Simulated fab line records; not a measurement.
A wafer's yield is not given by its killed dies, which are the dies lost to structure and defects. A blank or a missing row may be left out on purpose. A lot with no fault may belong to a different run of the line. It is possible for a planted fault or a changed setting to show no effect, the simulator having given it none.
Split-lot trial -- flow berkeley cmos170 -- 5 lots, 23 wafers read, on a route of 331 steps

== THE SPLIT ==
At UCB170_M3_METAL_ETCH_18 (etches Al in Cl2/BCl3, stops on SiO2, target depth 1170 nm, time 195 s), the setting icp w was moved away from the recipe's 600 W on 7 of the 23 wafers read, by -9.9% to +6.5%. All remaining wafers had this setting at the recipe value.

No step appears in the file between the split and the reading.

== THE READING ==
oes product au, in a.u., at UCB170_M3_STRIP_19 (strips in O2). Fault-free wafers of this fab line usually give 0.549 a.u., standard deviation 0.014 a.u.

wafer,"tool, chamber at the split","icp w as run, W",against the recipe,"oes product au, a.u.",against lot-mates on the recipe
L074.1,"rie metal-03, 0",600,recipe,0.577,-
L074.2,"rie metal-03, 1",639.3,+6.5%,0.517,-0.058
L074.4,"rie metal-03, 0",639.3,+6.5%,0.531,-0.044
L074.5,"rie metal-03, 1",639.3,+6.5%,0.519,-0.056
L074.6,"rie metal-03, 0",600,recipe,0.573,-
L075.1,"rie metal-02, 0",600,recipe,0.533,-
L075.3,"rie metal-02, 1",600,recipe,0.529,-
L075.4,"rie metal-02, 0",600,recipe,0.540,-
L075.5,"rie metal-02, 0",600,recipe,0.535,-
L075.6,"rie metal-02, 1",600,recipe,0.529,-
L079.1,"rie metal-02, 0",600,recipe,0.538,-
L079.2,"rie metal-02, 1",600,recipe,0.543,-
L079.3,"rie metal-02, 1",540.7,-9.9%,0.598,+0.059
L079.4,"rie metal-02, 0",600,recipe,0.536,-
L079.5,"rie metal-02, 1",540.7,-9.9%,0.597,+0.058
L078.1,"rie metal-04, 1",600,recipe,0.540,-
L078.4,"rie metal-04, 0",600,recipe,0.557,-
L078.5,"rie metal-04, 1",600,recipe,0.548,-
L082.1,"rie metal-03, 0",600,recipe,0.572,-
L082.2,"rie metal-03, 1",624.9,+4.1%,0.525,-0.031
L082.4,"rie metal-03, 1",600,recipe,0.548,-
L082.5,"rie metal-03, 0",624.9,+4.1%,0.549,-0.007
L082.6,"rie metal-03, 1",600,recipe,0.548,-

FIT RESULTS
A straight line over all 23 wafers: oes product au changes by -0.0044 a.u. for each +1% of icp w; r = -0.79; the points scatter about the line by 0.014 a.u.
The same after taking each lot's own level away (the mean of its wafers on the recipe; 23 wafers): -0.00653 a.u. for each +1%; r = -0.95; scatter 0.0085 a.u.
The reading moves by 0.065 a.u. for the largest change in icp w, on that fit.
From 0.5332 to 0.5750 a.u.: that is the span of the lots' own levels, equal to 3.0 times the standard deviation above.
So the lot-to-lot level blurs the effect unless lot-mates are compared.
Check: +0.0656 a.u. against its lot-mates is what the line predicts for one of the wafers moved furthest among these (-9.9%) when that wafer is left out of the fit. It came out at +0.059 a.u. against them.

== THESE WAFERS: OTHER SPLITS ==
These wafers also went through other splits before the reading. Each is held against what the fit with the lots' levels taken away leaves over:
other split on the same wafers,wafers away from the commonest value,r with oes product au (lot level and that fit taken away)
UCB170_M2_COAT_05 resist thk nm,11,+0.45
UCB170_M2_METAL_ETCH_18 time s,6,-0.15
UCB170_V2_PEB_10 peb temp c,10,+0.16
UCB170_V2_ETCH_14 rf w,10,-0.18

== THE WHOLE CHAIN: every reading that the file lists as answering this split, in the file's order ==
step,what it does,reading,change (the file's fit),r (the file's)
UCB170_M3_METAL_ETCH_18,"etches Al in Cl2/BCl3, stops on SiO2, target depth 1170 nm, time 195 s","KrF_of_M3_COAT_10.thk nm (the simulator's own value, which no gauge read)",-5.72 nm for each +1% of the setting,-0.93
UCB170_M3_STRIP_19,strips in O2,oes product au,-0.00638 a.u. for each +1% of the setting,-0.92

== THE FILE'S OWN FIT ==
oes product au changes by -0.00638 a.u. for each +1% of icp w, r = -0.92.
